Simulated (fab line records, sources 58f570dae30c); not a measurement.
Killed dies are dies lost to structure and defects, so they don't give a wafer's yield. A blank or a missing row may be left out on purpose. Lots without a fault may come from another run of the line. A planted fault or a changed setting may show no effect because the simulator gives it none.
Chamber matching | flow berkeley_cmos170 | UCB170_V1_CVD_00 on pecvd-04: 3 sister chambers
The step deposits SiO2 from TEOS/O2, target thk 2000 nm, time 250 s. 3 wafers are shown with their chamber, then 7 later ones without.

WAFERS WITH THEIR CHAMBER
wafer  | chamber | heater_power_w (W)
L785.5 | 0       | 213
L795.1 | 1       | 222
L795.4 | 2       | 155

WAFERS WITHOUT THEIR CHAMBER
wafer  | heater_power_w (W)
L795.6 | 172
L797.1 | 243
L797.4 | 155
L797.6 | 173
L799.4 | 170
L799.5 | 310
L799.6 | 221

WHICH CHAMBER EACH WENT THROUGH
wafer  | from the rows above          | in truth
L795.6 | can't be placed: 2 or 0 or 1 | 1
L797.1 | can't be placed: 1 or 0 or 2 | 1
L797.4 | can't be placed: 2 or 0 or 1 | 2
L797.6 | can't be placed: 2 or 0 or 1 | 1
L799.4 | can't be placed: 2 or 0 or 1 | 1
L799.5 | can't be placed: 1 or 0 or 2 | 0
L799.6 | can't be placed: 1 or 0 or 2 | 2
Placed correctly: 0 of 7. Can't be placed from these rows: 7 (the true chamber is among the candidates in 7). Placed wrongly: 0.
How it was worked out, from the rows above alone: a wafer's distance from a chamber is the root of the sum, over the readings, of the square of ((its reading less the chamber's mean) divided by the reading's scatter). The wafer belongs to the nearest chamber; if the next one is less than 2 further off, it can't be placed. A chamber's mean is the mean of its shown wafers. The scatter: with one shown wafer a chamber, the root of the mean of the squares of how far each hidden wafer lies from its nearest shown one.
